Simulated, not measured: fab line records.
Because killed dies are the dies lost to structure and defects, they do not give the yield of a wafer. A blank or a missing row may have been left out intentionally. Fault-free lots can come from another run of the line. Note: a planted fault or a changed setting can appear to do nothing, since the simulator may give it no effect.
fab line records	flow rit-cmos
[record] lots = 7	wafers = 21	last-day = 8
route steps=202 shown PSD@144 SDANNEAL@153 NSD@158 PLDD@159 NLDD@160 SILICIDE@161 M1@202
lots that met no fault: taken from a fault-free run of the same line
start-h: hours from the record's opening day to when the first of the lot's shown wafers began	wait-h: hours elapsed since this lot's preceding step	" identical to the entry in the row above	L1.1+2: one row covering several wafers at once	- no value present, or no start provided	* or withheld: withheld	< > ~ a bound
route shown NAME@n: NAME is a module with steps in the file, n the number in the route of the first one	usual: average and standard deviation across the fault-free wafers	same: alike in all rows	chamber/n: place in a boat	sites: each site's reading	_std_site: how widely they spread, as a standard deviation	_edge_site: mean of outer sites minus mean of inner sites	radius-mm: how far each site lies from the wafer's centre	mask NAME#n: copy n	behind: the tool/chamber that last shaped the wafer	hold: cause of the lot's hold/its duration in hours/its outcome	device: the n, p or np transistor that did not switch	end of line: tests run on the same wafers once the route is complete	a step without rows: its recipe alone	killed: dies lost to structure and defects at the first sort, not the wafer's yield	map: shows each die of a wafer: x if killed, . if not, _ if none is there
set.NAME: the setting the step ran with; set.NAME@STEP: the setting that earlier step ran with	model.NAME: the simulator's own value behind a step, which no gauge read
lots at some steps of the route; a table a step, a row a wafer
services: a tool's chamber out of use, with start hour (start-h, from the record's first day; less than 0 if before it), hours out, and reason
[[steps]]
[step RIT_PSD_SOFTBAKE_02]
[recipe] resist = NOVOLAK	temp-c = 90	time-s = 60
[step RIT_PSD_EXPOSE_03]
[recipe] mask-id = M10	na = 0.57	target-cd-nm = 40900	dose-mj = 250
[step RIT_PSD_PEB_04]
[recipe] resist = NOVOLAK	temp-c = withheld	time-s = withheld
[step RIT_PSD_DEVELOP_05]
[recipe] resist = NOVOLAK	develop-time-s = 50	dev-temp-c = 23
[step RIT_PSD_OVL_MEAS_06]
[usual] PSD_OVL = 0.3/1.6
lot.wafer	tool	chamber	start-h	wait-h	PSD_OVL[nm]
L872.2	overlay-02	-	59.57	-	-3.0
L872.3	"	-	"	"	-2.3
L872.5	"	-	"	"	-0.4
L878.1	overlay-02	-	86.22	-	0.5
L878.2	"	-	"	"	0.6
L878.6	"	-	"	"	0.7
L879.3	overlay-01	-	89.28	-	-0.2
L879.4	"	-	"	"	1.9
L879.5	"	-	"	"	1.9
L881.2	overlay-02	-	100.92	-	1.4
L881.5	"	-	"	"	2.0
L881.6	"	-	"	"	0.2
L883.1	overlay-01	-	105.23	-	-0.8
L883.3	"	-	"	"	-2.2
L883.5	"	-	"	"	-2.4
L892.2	overlay-02	-	172.23	-	2.2
L892.3	"	-	"	"	2.0
L892.5	"	-	"	"	2.4
L894.1	overlay-02	-	180.47	-	1.8
L894.4	"	-	"	"	0.0
L894.5	"	-	"	"	-0.1
[step RIT_PSD_HARDBAKE_07]
[recipe] resist = NOVOLAK	temp-c = 140	time-s = 60
[step RIT_PSD_IMPLANT_08]
[recipe] species = BF2	energy-kev = 27	dose-cm2 = 5e+15	tilt-deg = 7
[step RIT_PSD_STRIP_09]
[recipe] chemistry = O2	time-s = 180	resist = NOVOLAK	platen-temp-c = withheld	power-w = 500	pressure-mtorr = 4000	o2-flow-sccm = 4000
[usual] drypump-motor-current-A = 5.8/0.46
lot.wafer	tool	chamber	start-h	wait-h	drypump-motor-current-A	rf-hours-counter-h
L872.2	plasma-asher-01	0	59.90	0.1	4.7	38
L872.3	"	1	"	"	6.0	-
L872.5	"	1	"	"	6.0	-
L878.1	plasma-asher-04	0	86.56	0.1	5.8	45
L878.2	"	1	"	"	5.9	45
L878.6	"	1	"	"	5.9	-
L879.3	plasma-asher-01	1	89.67	0.1	6.0	-
L879.4	"	0	"	"	4.8	-
L879.5	"	0	"	"	4.8	-
L881.2	plasma-asher-04	0	101.25	0.1	5.8	47
L881.5	"	1	"	"	5.9	-
L881.6	"	0	"	"	5.8	-
L883.1	plasma-asher-03	1	105.56	0.1	5.9	34
L883.3	"	1	"	"	5.9	-
L883.5	"	0	"	"	6.3	-
L892.2	plasma-asher-04	0	172.56	0.1	5.8	5
L892.3	"	0	"	"	5.8	-
L892.5	"	0	"	"	5.8	-
L894.1	plasma-asher-01	1	180.81	0.1	6.0	50
L894.4	"	0	"	"	4.7	-
L894.5	"	0	"	"	4.7	-
[step RIT_PSD_TW_MEAS_10]
[usual] PSD_TW = 3430/27
lot.wafer	tool	chamber	start-h	wait-h	PSD_TW
L872.2	film-metro-03	-	60.09	0.1	3464
L872.3	"	-	"	"	3473
L872.5	"	-	"	"	3443
L878.1	film-metro-04	-	86.73	0.1	3423
L878.2	"	-	"	"	3425
L878.6	"	-	"	"	3451
L879.3	film-metro-02	-	89.80	0.1	3433
L879.4	"	-	"	"	3434
L879.5	"	-	"	"	3419
L881.2	film-metro-04	-	101.43	0.1	3398
L881.5	"	-	"	"	3382
L881.6	"	-	"	"	3395
L883.1	film-metro-03	-	105.74	0.1	3482
L883.3	"	-	"	"	3466
L883.5	"	-	"	"	3469
L892.2	film-metro-02	-	172.74	0.1	3425
L892.3	"	-	"	"	3430
L892.5	"	-	"	"	3418
L894.1	film-metro-04	-	180.98	0.1	3416
L894.4	"	-	"	"	3413
L894.5	"	-	"	"	3404
[step RIT_SDANNEAL_CLEAN_00]
[recipe] chemistry = SC1	mix = 3:3:50	time-s = 600	temp-c = 75
[step RIT_SDANNEAL_CLEAN_01]
[recipe] chemistry = dHF	dilution = 50:1	time-s = 30
[step RIT_SDANNEAL_CLEAN_02]
[recipe] chemistry = SC2	mix = 3:3:50	time-s = 600	temp-c = 75	dry = n2-spin
[step RIT_SDANNEAL_RTA_03]
[recipe] temp-c = 1050	time-s = 5	idle-temp-c = 600	ramp-up-c-per-s = 342	ramp-down-c-per-s = 171	cool-to-c = 600	ambient = N2
[usual] wafer_temp_C_max = 1053.6/1.1
lot.wafer	tool	chamber	start-h	wait-h	wafer_temp_C_max
L872.2	rtp-anneal-01	0	60.51	0.0	1051.3
L872.3	"	0	"	"	1055.5
L872.5	"	0	"	"	1052.8
L878.1	rtp-anneal-01	0	87.16	0.0	1055.2
L878.2	"	0	"	"	1052.6
L878.6	"	0	"	"	1054.2
L879.3	rtp-anneal-02	0	90.23	0.0	1053.7
L879.4	"	0	"	"	1053.4
L879.5	"	0	"	"	1052.6
L881.2	rtp-anneal-02	0	101.88	0.0	1054.5
L881.5	"	0	"	"	1051.1
L881.6	"	0	"	"	1052.3
L883.1	rtp-anneal-02	0	106.18	0.0	1053.8
L883.3	"	0	"	"	1052.7
L883.5	"	0	"	"	1054.7
L892.2	rtp-anneal-02	0	173.17	0.0	1053.8
L892.3	"	0	"	"	1052.1
L892.5	"	0	"	"	1054.5
L894.1	rtp-anneal-01	0	181.44	0.0	1052.8
L894.4	"	0	"	"	1054.8
L894.5	"	0	"	"	1053.6
[step RIT_SDANNEAL_RS_MEAS_04]
[recipe] thk-meas-gauge = four-point-probe
[usual] PSD_RS = 116.00/0.29
lot.wafer	tool	chamber	start-h	wait-h	PSD_RS[ohm/sq]
L872.2	film-metro-02	-	60.58	0.1	115.41
L872.3	"	-	"	"	115.80
L872.5	"	-	"	"	115.79
L878.1	film-metro-02	-	87.22	0.0	115.93
L878.2	"	-	"	"	115.85
L878.6	"	-	"	"	115.99
L879.3	film-metro-03	-	90.31	0.1	96.15
L879.4	"	-	"	"	96.42
L879.5	"	-	"	"	96.79
L881.2	film-metro-02	-	101.95	0.1	96.28
L881.5	"	-	"	"	96.33
L881.6	"	-	"	"	96.27
L883.1	film-metro-04	-	106.24	0.0	96.35
L883.3	"	-	"	"	96.70
L883.5	"	-	"	"	96.67
L892.2	film-metro-02	-	173.24	0.1	115.92
L892.3	"	-	"	"	115.89
L892.5	"	-	"	"	115.94
L894.1	film-metro-03	-	181.50	0.0	116.36
L894.4	"	-	"	"	116.56
L894.5	"	-	"	"	116.31
[step RIT_SDANNEAL_RS_MEAS_05]
[recipe] thk-meas-gauge = four-point-probe
[usual] NSD_RS = 84.52/0.29
lot.wafer	tool	chamber	start-h	wait-h	NSD_RS[ohm/sq]
L872.2	film-metro-02	-	60.70	0.1	84.33
L872.3	"	-	"	"	84.57
L872.5	"	-	"	"	84.60
L878.1	film-metro-02	-	87.34	0.1	84.30
L878.2	"	-	"	"	84.50
L878.6	"	-	"	"	84.10
L879.3	film-metro-03	-	90.43	0.1	83.51
L879.4	"	-	"	"	83.37
L879.5	"	-	"	"	83.29
L881.2	film-metro-02	-	102.07	0.1	83.47
L881.5	"	-	"	"	83.29
L881.6	"	-	"	"	83.38
L883.1	film-metro-04	-	106.36	0.1	83.12
L883.3	"	-	"	"	83.53
L883.5	"	-	"	"	83.64
L892.2	film-metro-02	-	173.36	0.1	84.10
L892.3	"	-	"	"	84.03
L892.5	"	-	"	"	83.88
L894.1	film-metro-03	-	181.62	0.1	84.55
L894.4	"	-	"	"	84.48
L894.5	"	-	"	"	84.60
[step RIT_SDANNEAL_RS_MEAS_06]
[recipe] thk-meas-gauge = four-point-probe
[usual] PLDD_RS = 178.8/0.48
lot.wafer	tool	chamber	start-h	wait-h	PLDD_RS[ohm/sq]
L872.2	film-metro-02	-	60.82	0.1	178.4
L872.3	"	-	"	"	178.9
L872.5	"	-	"	"	178.6
L878.1	film-metro-02	-	87.46	0.1	178.9
L878.2	"	-	"	"	178.7
L878.6	"	-	"	"	178.9
L879.3	film-metro-03	-	90.55	0.1	162.3
L879.4	"	-	"	"	162.0
L879.5	"	-	"	"	162.5
L881.2	film-metro-02	-	102.19	0.1	161.4
L881.5	"	-	"	"	161.0
L881.6	"	-	"	"	161.4
L883.1	film-metro-04	-	106.48	0.1	161.9
L883.3	"	-	"	"	161.6
L883.5	"	-	"	"	162.1
L892.2	film-metro-02	-	173.48	0.1	178.5
L892.3	"	-	"	"	178.2
L892.5	"	-	"	"	178.5
L894.1	film-metro-03	-	181.74	0.1	179.4
L894.4	"	-	"	"	179.5
L894.5	"	-	"	"	179.3
[step RIT_SDANNEAL_RS_MEAS_07]
[recipe] thk-meas-gauge = four-point-probe
[usual] NLDD_RS = 151.7/0.54
lot.wafer	tool	chamber	start-h	wait-h	NLDD_RS[ohm/sq]
L872.2	film-metro-02	-	60.94	0.1	151.0
L872.3	"	-	"	"	150.3
L872.5	"	-	"	"	150.4
L878.1	film-metro-02	-	87.58	0.1	152.3
L878.2	"	-	"	"	152.3
L878.6	"	-	"	"	152.1
L879.3	film-metro-03	-	90.67	0.1	150.5
L879.4	"	-	"	"	150.5
L879.5	"	-	"	"	150.0
L881.2	film-metro-02	-	102.31	0.1	149.7
L881.5	"	-	"	"	149.6
L881.6	"	-	"	"	150.3
L883.1	film-metro-04	-	106.60	0.1	150.0
L883.3	"	-	"	"	150.6
L883.5	"	-	"	"	149.9
L892.2	film-metro-02	-	173.60	0.1	152.2
L892.3	"	-	"	"	151.6
L892.5	"	-	"	"	151.7
L894.1	film-metro-03	-	181.86	0.1	152.2
L894.4	"	-	"	"	152.2
L894.5	"	-	"	"	152.4
[step RIT_SILICIDE_WET_ETCH_00]
[recipe] chemistry = BOE	target = SiO2	target-depth-nm = 14	time-s = 15	dry = n2-spin	dilution = 10:1	temp-c = 21.5
[step RIT_M1_PROBE_99]
[usual] killed-at-front-end = 6.6/2.7	killed-dies = 6.7/2.7	killed-open = 3.4/2	killed-short = 3.2/1.8
[same] gross-dies = 264	killed_at_M0_to_M3 = 0	killed_at_M4_up = 0	killed-at-back-side = 0	killed-at-contacts = 0	killed-at-other = 0
lot.wafer	tool	chamber	start-h	wait-h	killed-at-front-end	killed-dies	killed-open	killed-short
L872.2	prober-02	-	68.29	0.1	4	4	3	1
L872.3	prober-02	-	68.34	0.2	8	8	2	6
L872.5	prober-02	-	68.44	0.2	6	6	3	3
L878.1	prober-02	-	94.60	0.1	7	7	5	2
L878.2	prober-02	-	94.65	0.1	5	5	4	1
L878.6	prober-02	-	94.85	0.2	6	6	3	3
L879.3	prober-01	-	97.90	0.2	6	6	4	2
L879.4	prober-01	-	97.95	0.2	6	6	3	3
L879.5	prober-01	-	98.00	0.2	11	11	6	5
L881.2	prober-01	-	109.31	0.1	5	5	3	2
L881.5	prober-01	-	109.46	0.2	5	5	4	1
L881.6	prober-01	-	109.51	0.2	6	6	3	3
L883.1	prober-01	-	114.71	0.1	6	6	3	3
L883.3	prober-01	-	114.81	0.2	2	2	1	1
L883.5	prober-01	-	114.91	0.2	6	6	3	3
L894.1	prober-02	-	189.16	0.1	6	6	5	1
L894.4	prober-02	-	189.31	0.2	5	5	2	3
L894.5	prober-02	-	189.36	0.2	8	8	4	4
// killed by level:class
L872.2 SPACER:geometric-particle:open=2 FOX2:geometric-particle:short=1 GATE:geometric-particle:open=1
L872.3 GATE:geometric-particle:short=4 GATE:geometric-particle:open=2 REOX:geometric-particle:short=1 SILICIDE:geometric-particle:short=1
L872.5 SPACER:geometric-particle:short=2 SILICIDE:geometric-particle:open=2 SPACER:geometric-particle:open=1 SILICIDE:geometric-particle:short=1
L878.1 GATE:geometric-particle:open=3 SILICIDE:geometric-particle:open=2 GATE:geometric-particle:short=1 SILICIDE:geometric-particle:short=1
L878.2 SPACER:geometric-particle:open=2 FOX2:geometric-particle:open=1 GATE:geometric-particle:open=1 SPACER:geometric-particle:short=1
L878.6 GATE:geometric-particle:open=2 GATE:geometric-particle:short=2 SPACER:geometric-particle:short=1 SPACER:geometric-particle:open=1
L879.3 GATE:geometric-particle:open=3 SILICIDE:geometric-particle:short=2 SILICIDE:geometric-particle:open=1
L879.4 GATE:geometric-particle:open=3 SILICIDE:geometric-particle:short=2 GATE:geometric-particle:short=1
L879.5 GATE:geometric-particle:short=3 FOX1:geometric-particle:open=2 SILICIDE:geometric-particle:open=2 SILICIDE:geometric-particle:short=2 FOX2:geometric-particle:open=1 GATE:geometric-particle:open=1
L881.2 FOX1:geometric-particle:short=1 FOX1:geometric-particle:open=1 FOX2:geometric-particle:short=1 FOX2:geometric-particle:open=1 REOX:geometric-particle:open=1
L881.5 GATE:geometric-particle:open=3 FOX1:geometric-particle:short=1 FOX1:geometric-particle:open=1
L881.6 GATE:geometric-particle:open=3 FOX2:geometric-particle:short=1 GATE:geometric-particle:short=1 SPACER:geometric-particle:short=1
L883.1 GATE:geometric-particle:open=1 REOX:geometric-particle:short=1 REOX:geometric-particle:open=1 SPACER:geometric-particle:short=1 SILICIDE:geometric-particle:open=1 SILICIDE:geometric-particle:short=1
L883.3 GATE:geometric-particle:open=1 REOX:geometric-particle:short=1
L883.5 GATE:geometric-particle:open=2 GATE:geometric-particle:short=1 REOX:geometric-particle:open=1 REOX:geometric-particle:short=1 SILICIDE:geometric-particle:short=1
L894.1 GATE:geometric-particle:open=2 SPACER:geometric-particle:open=2 FOX1:geometric-particle:open=1 FOX2:geometric-particle:short=1
L894.4 ACTIVE:geometric-particle:short=1 GATE:geometric-particle:open=1 GATE:geometric-particle:short=1 SPACER:geometric-particle:open=1 SILICIDE:geometric-particle:short=1
L894.5 FOX1:geometric-particle:short=1 FOX2:geometric-particle:short=1 GATE:geometric-particle:open=1 GATE:geometric-particle:short=1 REOX:geometric-particle:open=1 SPACER:geometric-particle:short=1 SPACER:geometric-particle:open=1 SILICIDE:geometric-particle:open=1
[[services]]
tool	chamber	start-h	hours	kind
plasma-asher-01	-	103.33	0.4	repair
plasma-asher-04	-	108.75	9.0	pm
plasma-asher-04	0	108.75	9.0	vent-cycle
plasma-asher-04	1	108.75	9.0	vent-cycle
plasma-asher-04	0	117.75	-	clean
plasma-asher-04	1	117.75	-	clean
plasma-asher-04	-	146.74	1.6	repair
[[key]]
[first-sign] step = RIT_SDANNEAL_RS_MEAS_04	reading = PSD_RS	direction = down	sigmas = 68	usual = 116.00	struck = 96.44
[effect] step = RIT_SDANNEAL_RS_MEAS_05	reading = NSD_RS	direction = down	sigmas = 3.9	usual = 84.52	struck = 83.40
[effect] step = RIT_SDANNEAL_RS_MEAS_06	reading = PLDD_RS	direction = down	sigmas = 35	usual = 178.8	struck = 161.8
[effect] step = RIT_SDANNEAL_RS_MEAS_07	reading = NLDD_RS	direction = down	sigmas = 2.9	usual = 151.7	struck = 150.1
met-at RIT_SDANNEAL_RTA_03
struck-wafers L879.3,L879.4,L879.5,L881.2,L881.5,L881.6,L883.1,L883.3,L883.5
tester-left-out L879,L881,L883
[fault] kind = process-parameter-drift	tool = rtp-anneal-02	chamber = -	onset-h = 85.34	steps = RIT_SDANNEAL_RTA_03	channel = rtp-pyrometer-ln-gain	offset = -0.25	shape = step	end-h = 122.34
// tester-left-out: of these lots the tester's yield and bins aren't shown, on N5 and GAA mostly nor the transistor test; their killed dies are dies lost to structure and defects alone, not to doping, threshold or leakage, so they don't give the yield
